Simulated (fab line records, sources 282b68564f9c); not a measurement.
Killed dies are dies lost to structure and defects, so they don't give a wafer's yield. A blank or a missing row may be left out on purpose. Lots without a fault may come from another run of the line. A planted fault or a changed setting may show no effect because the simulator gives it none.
fab line records | flow rit_cmos
record lots=6 wafers=18 last_day=7
route steps=202 shown GATE@89 REOX@98 NLDD@103 PLDD@114 SPACER@125 CONTACT@175 M1@202
lots that met no fault: from a run of the same line without faults
start_h: hours from the record's first day to the start of the lot's first wafer shown | wait_h: hours since the lot's step before | " the same as in the row above | L1.1+2: a row that stands for several wafers | - no value, or no start given | * or withheld: withheld | < > ~ a bound
route shown NAME@n: a module of which the file shows steps, and the number in the route of the first | usual: mean/standard deviation of fault-free wafers | same: alike in all rows | chamber/n: place in a boat | sites: the reading at each site | _std_site: their standard deviation | _edge_site: outer sites' mean less inner sites' | radius_mm: how far each site lies from the wafer's centre | mask NAME#n: copy n | behind: the tool/chamber that last shaped the wafer | hold: why the lot was held/for how many hours/how that ended | device: the transistor (n, p or np) that didn't switch | end of line: the same wafers' tests at the end of the route | a step without rows: its recipe alone | killed: dies lost to structure and defects at the first sort, not the wafer's yield | map: a wafer's dies, x killed, . not, _ none there
set.NAME: the setting as run; set.NAME@STEP: as run at that earlier step | model.NAME: the simulator's own value behind a step, which no gauge read
lots at some steps of the route; a table a step, a row a wafer
services: from which hour (start_h, from the record's first day; less than 0 if before it) a tool's chamber was out of use, for how many hours, and why
## steps
# step RIT_GATE_EXPOSE_13
# recipe mask_id=M6 na=0.6 source_shape=conventional sigma_outer=0.6 target_cd_nm=150 dose_mj=380
# step RIT_GATE_PEB_14
# recipe resist=NOVOLAK temp_c=withheld time_s=withheld
# step RIT_GATE_DEVELOP_15
# recipe resist=NOVOLAK develop_time_s=50 dev_temp_c=23
# step RIT_GATE_CD_MEAS_16
# recipe target_cd_nm=150
# usual cd_nm=150.4/2.5
# columns lot.wafer tool chamber start_h wait_h cd_nm
L609.1 cd_sem-01 - 62.72 - 151.0
L609.2 " - " " 151.7
L609.6 " - " " 149.3
L614.1 cd_sem-01 - 83.04 - 149.8
L614.3 " - " " 151.4
L614.4 " - " " 152.4
L616.2 cd_sem-02 - 95.61 - 149.6
L616.3 " - " " 150.8
L616.5 " - " " 148.3
L621.2 cd_sem-01 - 123.88 - 150.8
L621.3 " - " " 150.0
L621.6 " - " " 149.5
L625.3 cd_sem-01 - 141.10 - 144.5
L625.5 " - " " 146.0
L625.6 " - " " 147.4
L627.1 cd_sem-01 - 147.76 - 149.3
L627.4 " - " " 147.9
L627.6 " - " " 150.1
# step RIT_GATE_OVL_MEAS_17
# usual GATE_OVL=0.8/1.6
# columns lot.wafer tool chamber start_h wait_h GATE_OVL[nm]
L609.1 overlay-01 - 62.84 0.1 1.6
L609.2 " - " " 2.6
L609.6 " - " " 0.2
L614.1 overlay-01 - 83.16 0.1 2.3
L614.3 " - " " 1.2
L614.4 " - " " 3.8
L616.2 overlay-02 - 95.72 0.1 -2.5
L616.3 " - " " -1.6
L616.5 " - " " 0.1
L621.2 overlay-01 - 123.99 0.1 0.0
L621.3 " - " " 0.7
L621.6 " - " " 0.0
L625.3 overlay-02 - 141.19 0.1 0.6
L625.5 " - " " -1.1
L625.6 " - " " 1.0
L627.1 overlay-01 - 147.88 0.1 1.4
L627.4 " - " " 3.5
L627.6 " - " " 2.3
# step RIT_GATE_HARDBAKE_18
# recipe resist=NOVOLAK temp_c=140 time_s=60
# step RIT_GATE_ETCH_19
# recipe chemistry=SF6/CHF3/O2 time_s=165 SF6_flow_sccm=30 CHF3_flow_sccm=30 O2_flow_sccm=5 target=poly-Si pressure_mtorr=40 rf_w=160 target_depth_a=3125 over_etch_frac=0.25 stop_on=SiO2
# usual CHF3_flow_sccm=29.99/0.083 drypump_motor_current_A=5.7/0.37 oes_product_au=0.847/0.0086 rf_fwd_power_W=159.3/0.45 throttle_valve_pct=10.26/0.12
# columns lot.wafer tool chamber start_h wait_h CHF3_flow_sccm drypump_motor_current_A oes_product_au rf_fwd_power_W rf_hours_counter_h throttle_valve_pct
L609.1 rie_si-01 3 63.02 0.1 30.03 6.1 0.859 159.7 1 10.35
L609.2 " 1 " " 29.85 5.1 0.846 160.3 2 10.27
L609.6 " 0 " " 30.05 5.9 0.849 159.0 - 10.32
L614.1 rie_si-02 0 83.35 0.1 30.02 5.2 0.830 159.2 17 10.50
L614.3 " 2 " " 29.95 6.1 0.839 159.3 1 10.12
L614.4 " 2 " " 30.03 6.1 0.831 159.4 - 10.12
L616.2 rie_si-02 0 95.90 0.1 29.90 5.2 0.858 158.7 18 10.48
L616.3 " 2 " " 29.93 6.1 0.847 159.5 1 10.12
L616.5 " 0 " " 29.90 5.2 0.853 158.7 - 10.48
L621.2 rie_si-01 2 124.17 0.1 30.11 5.8 0.856 159.2 0 10.10
L621.3 " 3 " " 29.99 6.1 0.852 159.7 2 10.33
L621.6 " 1 " " 29.77 5.1 0.853 160.0 - 10.28
L625.3 rie_si-01 1 141.37 0.1 29.98 5.1 0.859 159.1 3 10.27
L625.5 " 2 " " 30.02 5.9 0.845 159.3 - 10.08
L625.6 " 1 " " 30.10 5.1 0.865 159.6 - 10.27
L627.1 rie_si-01 0 148.06 0.1 29.87 5.9 0.841 159.8 47 10.31
L627.4 " 1 " " 30.06 5.1 0.840 159.2 3 10.26
L627.6 " 0 " " 29.97 5.9 0.836 159.6 - 10.31
# step RIT_GATE_STRIP_20
# recipe chemistry=O2 time_s=180 resist=NOVOLAK platen_temp_c=withheld power_w=500 pressure_mtorr=4000 o2_flow_sccm=4000
# usual drypump_motor_current_A=5.5/0.56
# columns lot.wafer tool chamber start_h wait_h drypump_motor_current_A rf_hours_counter_h
L609.1 plasma_asher-03 1 63.13 0.1 5.5 41
L609.2 " 0 " " 5.3 41
L609.6 " 1 " " 5.5 -
L614.1 plasma_asher-03 1 83.46 0.1 5.5 44
L614.3 " 1 " " 5.5 -
L614.4 " 0 " " 5.3 -
L616.2 plasma_asher-01 0 96.01 0.1 4.9 32
L616.3 " 1 " " 6.4 -
L616.5 " 0 " " 4.9 -
L621.2 plasma_asher-01 1 124.28 0.1 6.4 35
L621.3 " 0 " " 4.9 -
L621.6 " 1 " " 6.4 -
L625.3 plasma_asher-02 1 141.53 0.1 5.1 -
L625.5 " 1 " " 5.1 -
L625.6 " 0 " " 5.4 -
L627.1 plasma_asher-01 1 148.17 0.1 6.4 38
L627.4 " 1 " " 6.4 -
L627.6 " 1 " " 6.3 -
# step RIT_GATE_CD_MEAS_90
# recipe target_cd_nm=150
# usual cd_nm=150.4/2.5
# columns lot.wafer tool chamber start_h wait_h cd_nm
L609.1 cd_sem-01 - 63.31 0.1 150.6
L609.2 " - " " 151.9
L609.6 " - " " 149.7
L614.1 cd_sem-01 - 83.63 0.1 149.8
L614.3 " - " " 151.4
L614.4 " - " " 152.6
L616.2 cd_sem-01 - 96.20 0.1 150.0
L616.3 " - " " 150.8
L616.5 " - " " 148.4
L621.2 cd_sem-01 - 124.47 0.1 150.4
L621.3 " - " " 149.8
L621.6 " - " " 149.6
L625.3 cd_sem-01 - 141.69 0.1 144.6
L625.5 " - " " 145.6
L625.6 " - " " 147.3
L627.1 cd_sem-02 - 148.35 0.1 149.0
L627.4 " - " " 148.0
L627.6 " - " " 150.5
# step RIT_REOX_CLEAN_00
# recipe chemistry=SC1 mix=3:3:50 time_s=600 temp_c=74.27
# step RIT_REOX_CLEAN_01
# recipe chemistry=dHF dilution=50:1 time_s=30
# step RIT_REOX_CLEAN_02
# recipe chemistry=SC2 mix=3:3:50 time_s=600 temp_c=75 dry=n2_spin
# step RIT_REOX_OXIDATION_03
# recipe temp_c=900 ambient=O2 target_thk_a=252 ox_time_s=5580
# usual spike_tc_source_C=924.5/1.3 zone_power_centre_pct=42.1/2.9
# same ox_time_s=5580
# columns lot.wafer tool chamber start_h wait_h spike_tc_source_C zone_power_centre_pct
L609.1 furnace-04 0 63.83 0.0 924.5 44.9
L609.2 " 0 " " 924.7 44.8
L609.6 " 0 " " 924.9 44.4
L614.1 furnace-04 0 85.06 0.9 922.3 45.4
L614.3 " 0 " " 923.6 44.5
L614.4 " 0 " " 923.9 45.3
L616.2 furnace-04 0 97.96 1.3 922.5 45.1
L616.3 " 0 " " 923.6 45.4
L616.5 " 0 " " 921.5 45.5
L621.2 furnace-03 0 125.43 0.1 924.5 40.4
L621.3 " 0 " " 925.3 38.8
L621.6 " 0 " " 923.9 39.2
L625.3 furnace-03 0 142.22 0.1 924.8 39.1
L625.5 " 0 " " 924.3 39.5
L625.6 " 0 " " 923.8 39.5
L627.1 furnace-03 0 150.12 1.3 926.3 40.6
L627.4 " 0 " " 924.5 39.4
L627.6 " 0 " " 925.5 38.5
# step RIT_REOX_THK_MEAS_04
# recipe reads=SiO2_of_REOX_OXIDATION_03
# usual REOX_OXIDE_THK=25.0/0.56
# columns lot.wafer tool chamber start_h wait_h REOX_OXIDE_THK[nm]
L609.1 film_metro-02 - 66.38 0.0 25.0
L609.2 " - " " 25.2
L609.6 " - " " 24.6
L614.1 film_metro-03 - 87.61 0.0 24.8
L614.3 " - " " 24.8
L614.4 " - " " 25.1
L616.2 film_metro-03 - 100.52 0.0 25.3
L616.3 " - " " 25.3
L616.5 " - " " 25.4
L621.2 film_metro-03 - 127.99 0.0 25.1
L621.3 " - " " 24.9
L621.6 " - " " 24.8
L625.3 film_metro-02 - 144.79 0.0 24.6
L625.5 " - " " 24.8
L625.6 " - " " 24.5
L627.1 film_metro-04 - 152.67 0.0 25.2
L627.4 " - " " 24.6
L627.6 " - " " 24.9
# step RIT_NLDD_HMDS_00
# recipe prime_time_s=60 prime_temp_c=140
# step RIT_NLDD_COAT_01
# recipe resist=NOVOLAK spin_rpm=3250 resist_thk_nm=1013
# step RIT_NLDD_SOFTBAKE_02
# recipe resist=NOVOLAK temp_c=90 time_s=60
# step RIT_NLDD_EXPOSE_03
# recipe mask_id=M7 na=0.57 target_cd_nm=40700 dose_mj=250
# step RIT_NLDD_PEB_04
# recipe resist=NOVOLAK temp_c=withheld time_s=withheld
# step RIT_NLDD_DEVELOP_05
# recipe resist=NOVOLAK develop_time_s=50 dev_temp_c=23
# step RIT_NLDD_OVL_MEAS_06
# usual NLDD_OVL=-0.7/1.5
# columns lot.wafer tool chamber start_h wait_h NLDD_OVL[nm]
L609.1 overlay-02 - 67.41 - 0.9
L609.2 " - " " 2.1
L609.6 " - " " 0.0
L614.1 overlay-02 - 88.52 - -2.0
L614.3 " - " " -1.3
L614.4 " - " " -1.3
L616.2 overlay-01 - 101.42 - 0.6
L616.3 " - " " -0.1
L616.5 " - " " 1.1
L621.2 overlay-01 - 129.05 - -0.1
L621.3 " - " " -0.2
L621.6 " - " " -0.4
L625.3 overlay-02 - 145.82 - 0.1
L625.5 " - " " -3.0
L625.6 " - " " -0.4
L627.1 overlay-01 - 153.62 - 1.8
L627.4 " - " " -0.6
L627.6 " - " " -1.2
# step RIT_NLDD_HARDBAKE_07
# recipe resist=NOVOLAK temp_c=140 time_s=60
# step RIT_NLDD_IMPLANT_08
# recipe species=P energy_kev=20 dose_cm2=5e+14 tilt_deg=7
# step RIT_NLDD_STRIP_09
# recipe chemistry=O2 time_s=180 resist=NOVOLAK platen_temp_c=withheld power_w=500 pressure_mtorr=4000 o2_flow_sccm=4000
# usual drypump_motor_current_A=5.7/0.62
# columns lot.wafer tool chamber start_h wait_h drypump_motor_current_A rf_hours_counter_h
L609.1 plasma_asher-03 1 67.75 0.1 5.5 41
L609.2 " 0 " " 5.3 41
L609.6 " 0 " " 5.3 -
L614.1 plasma_asher-01 0 88.86 0.1 4.9 31
L614.3 " 1 " " 6.4 -
L614.4 " 0 " " 4.9 -
L616.2 plasma_asher-01 1 101.75 0.1 6.4 32
L616.3 " 0 " " 4.9 -
L616.5 " 0 " " 4.9 -
L621.2 plasma_asher-03 0 129.38 0.1 5.3 1
L621.3 " 0 " " 5.3 -
L621.6 " 1 " " 5.5 -
L625.3 plasma_asher-04 1 146.20 0.1 6.6 -
L625.5 " 0 " " 5.4 -
L625.6 " 1 " " 6.6 -
L627.1 plasma_asher-03 1 153.95 0.1 5.5 4
L627.4 " 0 " " 5.3 -
L627.6 " 0 " " 5.3 -
# step RIT_NLDD_TW_MEAS_10
# usual NLDD_TW=2472/31
# columns lot.wafer tool chamber start_h wait_h NLDD_TW
L609.1 film_metro-01 - 67.92 0.1 2505
L609.2 " - " " 2508
L609.6 " - " " 2501
L614.1 film_metro-02 - 89.03 0.1 2472
L614.3 " - " " 2470
L614.4 " - " " 2470
L616.2 film_metro-02 - 101.94 0.1 2487
L616.3 " - " " 2495
L616.5 " - " " 2484
L621.2 film_metro-02 - 129.56 0.1 2508
L621.3 " - " " 2496
L621.6 " - " " 2486
L625.3 film_metro-04 - 146.34 0.1 2419
L625.5 " - " " 2429
L625.6 " - " " 2428
L627.1 film_metro-04 - 154.13 0.1 2426
L627.4 " - " " 2430
L627.6 " - " " 2441
# step RIT_PLDD_HMDS_00
# recipe prime_time_s=60 prime_temp_c=140
# step RIT_PLDD_COAT_01
# recipe resist=NOVOLAK spin_rpm=3250 resist_thk_nm=1000
# step RIT_PLDD_SOFTBAKE_02
# recipe resist=NOVOLAK temp_c=90 time_s=60
# step RIT_PLDD_EXPOSE_03
# recipe mask_id=M8 na=0.57 target_cd_nm=40900 dose_mj=250
# step RIT_PLDD_PEB_04
# recipe resist=NOVOLAK temp_c=withheld time_s=withheld
# step RIT_PLDD_DEVELOP_05
# recipe resist=NOVOLAK develop_time_s=50 dev_temp_c=23
# step RIT_PLDD_OVL_MEAS_06
# usual PLDD_OVL=1.2/1.5
# columns lot.wafer tool chamber start_h wait_h PLDD_OVL[nm]
L609.1 overlay-01 - 68.83 - 3.2
L609.2 " - " " 1.9
L609.6 " - " " 1.4
L614.1 overlay-02 - 90.07 - 2.4
L614.3 " - " " 1.2
L614.4 " - " " 2.1
L616.2 overlay-01 - 103.17 - 1.5
L616.3 " - " " 1.2
L616.5 " - " " 2.2
L621.2 overlay-02 - 130.59 - -1.3
L621.3 " - " " 0.6
L621.6 " - " " 0.6
L625.3 overlay-01 - 147.24 - -0.4
L625.5 " - " " -3.4
L625.6 " - " " 1.0
L627.1 overlay-01 - 155.16 - 1.8
L627.4 " - " " 0.9
L627.6 " - " " 1.5
# step RIT_PLDD_HARDBAKE_07
# recipe resist=NOVOLAK temp_c=140 time_s=60
# step RIT_PLDD_IMPLANT_08
# recipe species=BF2 energy_kev=20 dose_cm2=9.197e+14 tilt_deg=7
# step RIT_PLDD_STRIP_09
# recipe chemistry=O2 time_s=180 resist=NOVOLAK platen_temp_c=withheld power_w=500 pressure_mtorr=4000 o2_flow_sccm=4000
# usual drypump_motor_current_A=5.6/0.63
# columns lot.wafer tool chamber start_h wait_h drypump_motor_current_A rf_hours_counter_h
L609.1 plasma_asher-02 0 69.17 0.1 5.4 44
L609.2 " 1 " " 5.1 44
L609.6 " 0 " " 5.4 -
L614.1 plasma_asher-01 1 90.40 0.1 6.4 31
L614.3 " 1 " " 6.4 -
L614.4 " 0 " " 4.9 -
L616.2 plasma_asher-02 1 103.50 0.1 5.1 46
L616.3 " 0 " " 5.3 -
L616.5 " 0 " " 5.4 -
L621.2 plasma_asher-04 1 130.92 0.1 6.7 48
L621.3 " 0 " " 5.4 -
L621.6 " 1 " " 6.6 -
L625.3 plasma_asher-02 0 147.62 0.1 5.4 -
L625.5 " 1 " " 5.1 -
L625.6 " 0 " " 5.4 -
L627.1 plasma_asher-02 0 155.51 0.1 5.3 52
L627.4 " 1 " " 5.1 -
L627.6 " 1 " " 5.1 -
# step RIT_PLDD_TW_MEAS_10
# usual PLDD_TW=2349/28
# columns lot.wafer tool chamber start_h wait_h PLDD_TW
L609.1 film_metro-04 - 69.34 0.1 2296
L609.2 " - " " 2305
L609.6 " - " " 2307
L614.1 film_metro-04 - 90.58 0.1 2307
L614.3 " - " " 2319
L614.4 " - " " 2297
L616.2 film_metro-01 - 103.69 0.1 2373
L616.3 " - " " 2378
L616.5 " - " " 2386
L621.2 film_metro-04 - 131.11 0.1 2290
L621.3 " - " " 2297
L621.6 " - " " 2293
L625.3 film_metro-01 - 147.76 0.1 2347
L625.5 " - " " 2354
L625.6 " - " " 2356
L627.1 film_metro-01 - 155.69 0.1 2335
L627.4 " - " " 2341
L627.6 " - " " 2360
# step RIT_SPACER_CLEAN_00
# recipe chemistry=SC1 mix=3:3:50 time_s=600 temp_c=75
# step RIT_SPACER_CLEAN_01
# recipe chemistry=dHF dilution=50:1 time_s=30
# step RIT_SPACER_CLEAN_02
# recipe chemistry=SC2 mix=3:3:50 time_s=600 temp_c=75 dry=n2_spin
# step RIT_SPACER_CVD_03
# recipe material=Si3N4 target_thk_nm=250 temp_c=810 precursor=SiH2Cl2/NH3 time_s=3300 pressure_mtorr=300 sih2cl2_flow_sccm=60 nh3_flow_sccm=150
# step RIT_SPACER_THK_MEAS_04
# recipe reads=Si3N4_of_SPACER_CVD_03
# usual SPACER_NITRIDE_THK=250.9/2.3
# columns lot.wafer tool chamber start_h wait_h SPACER_NITRIDE_THK[nm]
L609.1 film_metro-02 - 71.69 0.0 253.0
L609.2 " - " " 252.6
L609.6 " - " " 251.6
L614.1 film_metro-03 - 93.28 0.0 249.0
L614.3 " - " " 253.0
L614.4 " - " " 250.0
L616.2 film_metro-02 - 106.05 0.0 250.8
L616.3 " - " " 252.1
L616.5 " - " " 250.4
L621.2 film_metro-03 - 133.45 0.0 249.9
L621.3 " - " " 251.6
L621.6 " - " " 250.6
L625.3 film_metro-03 - 150.10 0.0 250.5
L625.5 " - " " 253.0
L625.6 " - " " 252.1
L627.1 film_metro-02 - 158.03 0.0 248.6
L627.4 " - " " 253.4
L627.6 " - " " 250.4
# step RIT_SPACER_ETCHBACK_05
# recipe target_depth_a=2500 SF6_flow_sccm=30 CHF3_flow_sccm=30 target=Si3N4 chemistry=SF6/CHF3 pressure_mtorr=40 rf_w=250 time_s=240 stop_on=SiO2
# usual CHF3_flow_sccm=29.99/0.093 drypump_motor_current_A=5.7/0.43 oes_product_au=0.838/0.015 rf_fwd_power_W=249.3/0.74 throttle_valve_pct=10.29/0.16
# columns lot.wafer tool chamber start_h wait_h CHF3_flow_sccm drypump_motor_current_A oes_product_au rf_fwd_power_W rf_hours_counter_h throttle_valve_pct
L609.1 rie_diel-01 1 71.75 0.1 30.07 5.3 0.853 248.5 162 10.30
L609.2 " 2 " " 30.10 5.9 0.837 249.7 151 10.04
L609.6 " 3 " " 29.88 5.7 0.834 248.8 - 10.40
L614.1 rie_diel-04 3 93.34 0.1 29.87 5.4 0.841 248.6 19 10.34
L614.3 " 1 " " 30.13 5.6 0.851 248.9 89 10.29
L614.4 " 0 " " 29.93 5.8 0.830 248.8 5 10.44
L616.2 rie_diel-01 2 106.10 0.0 30.03 5.9 0.829 250.0 152 10.03
L616.3 " 0 " " 30.16 4.9 0.817 249.6 117 10.51
L616.5 " 2 " " 30.06 5.9 0.832 250.7 - 10.03
L621.2 rie_diel-03 3 133.50 0.0 29.90 6.3 0.829 247.9 31 10.38
L621.3 " 2 " " 29.96 6.4 0.828 249.0 40 9.98
L621.6 " 2 " " 30.02 6.4 0.823 249.0 - 9.98
L625.3 rie_diel-01 3 150.22 0.1 29.91 5.7 0.832 250.1 - 10.41
L625.5 " 0 " " 30.02 4.9 0.829 248.9 - 10.51
L625.6 " 3 " " 30.13 5.7 0.834 251.3 - 10.40
L627.1 rie_diel-04 0 158.09 0.1 30.11 5.9 0.833 249.6 7 10.46
L627.4 " 1 " " 29.85 5.6 0.842 249.7 91 10.30
L627.6 " 2 " " 30.02 5.4 0.831 249.4 - 10.19
# step RIT_CONTACT_DEVELOP_07
# recipe resist=NOVOLAK develop_time_s=114.2 dev_temp_c=23
# columns lot.wafer tool chamber start_h wait_h model.CONTACT.cd_nm
L609.1+6 litho_track-04 0 - - 1004
L609.2 " 0 " " 1003
L614.1 litho_track-01 0 - - 967.1
L614.3 " 0 " " 966.3
L614.4 " 0 " " 965.9
L616.2 litho_track-03 0 - - 974.2
L616.3 " 0 " " 973.6
L616.5 " 0 " " 974
L621.2 litho_track-01 0 - - 1001
L621.3 " 0 " " 996.4
L621.6 " 0 " " 997.8
L625.3 litho_track-01 0 - - 999.4
L625.5 " 0 " " 1000
L625.6 " 0 " " 998.6
L627.1 litho_track-01 0 - - 997.2
L627.4 " 0 " " 997.1
L627.6 " 0 " " 997.9
# step RIT_CONTACT_ETCH_11
# recipe target_depth_a=4800 over_etch_frac=0.2 stop_on=TiSi2 chemistry=CHF3/CF4/Ar target=SiO2 CHF3_flow_sccm=50 cf4_flow_sccm=10 Ar_flow_sccm=100 O2_flow_sccm=5 pressure_mtorr=100 rf_w=200 time_s=320
# usual CHF3_flow_sccm=50.01/0.15 drypump_motor_current_A=5.7/0.49 mfc_ar_sccm=100.03/0.27 oes_product_au=0.987/0.017 rf_fwd_power_W=199.7/0.67 throttle_valve_pct=8.90/0.13
# columns lot.wafer tool chamber start_h wait_h CHF3_flow_sccm drypump_motor_current_A mfc_ar_sccm oes_product_au rf_fwd_power_W rf_hours_counter_h throttle_valve_pct model.CONTACT.cd_nm
L609.1 rie_diel-01 2 77.79 0.1 49.79 5.9 99.99 0.968 200.2 151 8.68 1005
L609.2 " 1 " " 50.08 5.4 100.24 0.995 199.0 163 8.84 1003
L609.6 " 1 " " 49.92 5.4 100.67 0.992 199.5 - 8.85 1004
L614.1 rie_diel-04 0 99.61 0.1 50.10 5.9 100.06 0.979 199.5 5 9.00 967.3
L614.3 " 2 " " 49.89 5.4 99.97 0.979 200.4 40 8.81 966.8
L614.4 " 3 " " 50.03 5.4 99.94 0.993 199.5 19 8.91 965.8
L616.2 rie_diel-01 0 112.27 0.1 50.00 4.9 100.17 0.956 199.5 118 9.14 974.6
L616.3 " 1 " " 49.83 5.3 100.12 1.013 199.0 0 8.84 973.5
L616.5 " 2 " " 49.99 5.9 99.74 0.973 199.7 - 8.68 974.6
L621.2 rie_diel-04 3 139.58 0.1 50.05 5.4 100.30 0.991 199.9 20 8.92 1001
L621.3 " 1 " " 50.08 5.6 100.05 0.976 199.5 90 8.81 996.8
L621.6 " 2 " " 49.96 5.4 99.80 0.975 199.0 - 8.83 998.2
L625.3 rie_diel-02 2 156.53 0.1 50.36 6.0 99.70 0.996 199.4 50 8.82 999.6
L625.5 " 2 " " 50.27 5.9 99.91 0.995 200.8 - 8.82 1000
L625.6 " 3 " " 50.29 6.4 100.03 1.011 200.1 - 9.00 998.3
L627.1 rie_diel-02 3 164.35 0.1 49.93 6.4 99.93 1.008 199.1 57 8.99 997.1
L627.4 " 0 " " 50.34 4.9 100.12 1.000 199.5 17 9.03 996.5
L627.6 " 3 " " 50.02 6.4 99.71 1.016 200.3 - 9.00 997.8
# step RIT_M1_PROBE_99
# usual killed_at_contacts=0.1/0.25 killed_at_front_end=6/3.1 killed_dies=6/3.1 killed_open=2.9/2 killed_short=3.3/2
# same gross_dies=264 killed_at_M0_to_M3=0 killed_at_M4_up=0 killed_at_back_side=0 killed_at_other=0
# columns lot.wafer tool chamber start_h wait_h killed_at_contacts killed_at_front_end killed_dies killed_open killed_short model.etest.contact_to_gate.bv_right_v model.etest.contact_to_gate.bv_left_v
L609.1 prober-02 - 82.65 0.1 0 12 12 7 5 88.82 89.94
L609.2 prober-02 - 82.70 0.1 0 7 7 5 2 87.12 88.82
L609.6 prober-02 - 82.90 0.2 0 14 14 7 7 90.11 90.08
L614.1 prober-01 - 105.46 0.1 0 9 9 5 4 99.51 100.5
L614.3 prober-01 - 105.56 0.2 0 6 6 1 5 100.7 99.36
L614.4 prober-01 - 105.61 0.2 0 5 5 1 4 98.76 97.14
L616.2 prober-01 - 117.19 0.1 0 10 10 4 6 95.83 96.58
L616.3 prober-01 - 117.24 0.2 1 6 7 3 4 97.77 96.5
L616.5 prober-01 - 117.34 0.2 0 11 11 4 7 96.95 95.15
L621.2 prober-02 - 144.48 0.1 0 3 3 2 1 88.52 90.18
L621.3 prober-02 - 144.53 0.2 0 9 9 3 6 92.17 91.61
L621.6 prober-02 - 144.68 0.2 0 5 5 3 2 90.8 92.29
L625.3 prober-02 - 161.87 0.2 0 11 11 7 4 89.17 91.03
L625.5 prober-02 - 161.97 0.2 0 9 9 5 4 92.95 91.81
L625.6 prober-02 - 162.02 0.2 0 9 9 3 6 93.15 87.53
L627.1 prober-02 - 169.22 0.1 0 2 2 2 0 91.57 93.2
L627.4 prober-02 - 169.37 0.2 0 1 1 0 1 92.45 88.6
L627.6 prober-02 - 169.47 0.2 0 3 3 2 1 93.6 90.54
# killed by level:class
L609.1 GATE:geometric_particle:short=4 FOX1:geometric_particle:open=3 GATE:geometric_particle:open=3 FOX1:geometric_particle:short=1 SPACER:geometric_particle:open=1
L609.2 SILICIDE:geometric_particle:open=2 FOX1:geometric_particle:short=1 FOX1:geometric_particle:open=1 GATE:geometric_particle:open=1 REOX:geometric_particle:open=1 SILICIDE:geometric_particle:short=1
L609.6 SILICIDE:geometric_particle:short=4 FOX1:geometric_particle:open=3 GATE:geometric_particle:short=2 FOX1:geometric_particle:short=1 FOX2:geometric_particle:open=1 GATE:geometric_particle:open=1 REOX:geometric_particle:open=1 SILICIDE:geometric_particle:open=1
L614.1 GATE:geometric_particle:short=3 GATE:geometric_particle:open=2 FOX1:geometric_particle:open=1 FOX2:geometric_particle:open=1 REOX:geometric_particle:short=1 SPACER:geometric_particle:open=1
L614.3 SPACER:geometric_particle:short=2 FOX2:geometric_particle:short=1 FOX2:geometric_particle:open=1 GATE:geometric_particle:short=1 REOX:geometric_particle:short=1
L614.4 REOX:geometric_particle:short=2 FOX1:geometric_particle:short=1 GATE:geometric_particle:open=1 SPACER:geometric_particle:short=1
L616.2 GATE:geometric_particle:open=3 GATE:geometric_particle:short=2 REOX:geometric_particle:short=2 REOX:geometric_particle:open=1 SPACER:geometric_particle:short=1 SILICIDE:geometric_particle:short=1
L616.3 FOX1:geometric_particle:open=1 FOX2:geometric_particle:short=1 GATE:geometric_particle:open=1 GATE:geometric_particle:short=1 SPACER:geometric_particle:short=1 SILICIDE:geometric_particle:short=1 CONTACT:geometric_particle:open=1
L616.5 GATE:geometric_particle:short=4 GATE:geometric_particle:open=2 FOX1:geometric_particle:short=1 REOX:geometric_particle:open=1 SPACER:geometric_particle:short=1 SILICIDE:geometric_particle:open=1 SILICIDE:geometric_particle:short=1
L621.2 FOX1:geometric_particle:open=1 GATE:geometric_particle:short=1 SILICIDE:geometric_particle:open=1
L621.3 GATE:geometric_particle:short=2 SILICIDE:geometric_particle:short=2 FOX1:geometric_particle:open=1 FOX1:geometric_particle:short=1 REOX:geometric_particle:open=1 REOX:geometric_particle:short=1 SILICIDE:geometric_particle:open=1
L621.6 GATE:geometric_particle:open=3 GATE:geometric_particle:short=2
L625.3 FOX1:geometric_particle:open=2 GATE:geometric_particle:open=2 SILICIDE:geometric_particle:open=2 FOX1:geometric_particle:short=1 GATE:geometric_particle:short=1 REOX:geometric_particle:open=1 REOX:geometric_particle:short=1 SILICIDE:geometric_particle:short=1
L625.5 FOX1:geometric_particle:open=2 GATE:geometric_particle:open=2 REOX:geometric_particle:short=2 GATE:geometric_particle:short=1 SPACER:geometric_particle:open=1 SILICIDE:geometric_particle:short=1
L625.6 GATE:geometric_particle:short=3 REOX:geometric_particle:open=2 FOX1:geometric_particle:short=1 GATE:geometric_particle:open=1 SPACER:geometric_particle:short=1 SILICIDE:geometric_particle:short=1
L627.1 GATE:geometric_particle:open=2
L627.4 REOX:geometric_particle:short=1
L627.6 FOX2:geometric_particle:open=2 GATE:geometric_particle:short=1
## services
# columns tool chamber start_h hours kind
rie_si-01 2 43.65 7.9 repair
furnace-04 - 50.20 4.2 pm
rie_diel-02 0 51.74 13.6 repair
rie_si-01 2 56.10 - clean
plasma_asher-02 - 71.80 14.6 pm
rie_diel-01 1 86.71 - clean
rie_diel-01 1 86.71 - consumable_replace:esc
rie_diel-01 1 86.71 20.6 scheduled_down
rie_diel-01 1 86.71 20.6 vent_cycle
plasma_asher-03 - 88.64 1.2 repair
plasma_asher-03 - 108.75 9.0 pm
plasma_asher-03 0 108.75 9.0 vent_cycle
plasma_asher-03 1 108.75 9.0 vent_cycle
rie_si-02 0 111.18 7.0 repair
rie_diel-01 2 114.80 1.8 repair
plasma_asher-03 0 117.75 - clean
plasma_asher-03 1 117.75 - clean
rie_diel-01 2 144.00 - clean
rie_diel-01 2 144.00 28.4 scheduled_down
rie_diel-01 2 144.00 28.4 vent_cycle
rie_diel-01 1 149.95 4.8 repair
rie_diel-03 2 150.53 4.3 repair
rie_si-01 3 151.07 4.9 repair
furnace-03 - 162.32 2.8 pm
## key
first_sign none at tools or gauges
model_effect step=RIT_CONTACT_DEVELOP_07 value=CONTACT.cd_nm without=998 struck=970.2
model_effect step=RIT_CONTACT_ETCH_11 value=CONTACT.cd_nm without=998.3 struck=970.4
model_effect step=RIT_M1_PROBE_99 value=etest.contact_to_gate.bv_right_v without=91.28 struck=98.25
met_at RIT_REOX_OXIDATION_03
struck_wafers L614.1,L614.3,L614.4,L616.2,L616.3,L616.5
tester_left_out L614,L616
loop_trim step=RIT_CONTACT_EXPOSE_05 setting=dose lots=L614,L616
onset_between 63.83 85.06
also_fits RIT_GATE_ETCH_19:rie_si-02,RIT_NLDD_STRIP_09:plasma_asher-01
fault kind=site_profile_drift tool=furnace-04 chamber=- onset_h=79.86 steps=RIT_REOX_OXIDATION_03 basis=fraction max_abs_drift=0.17291 slope_share_per_hr=86.453 site_pattern=0,0,0,0,0,-1,-1,-1,-1
# tester_left_out: of these lots the tester's yield and bins aren't shown, on N5 and GAA mostly nor the transistor test; their killed dies are dies lost to structure and defects alone, not to doping, threshold or leakage, so they don't give the yield
# loop_trim: a control loop set the setting to another value than it would have without faults
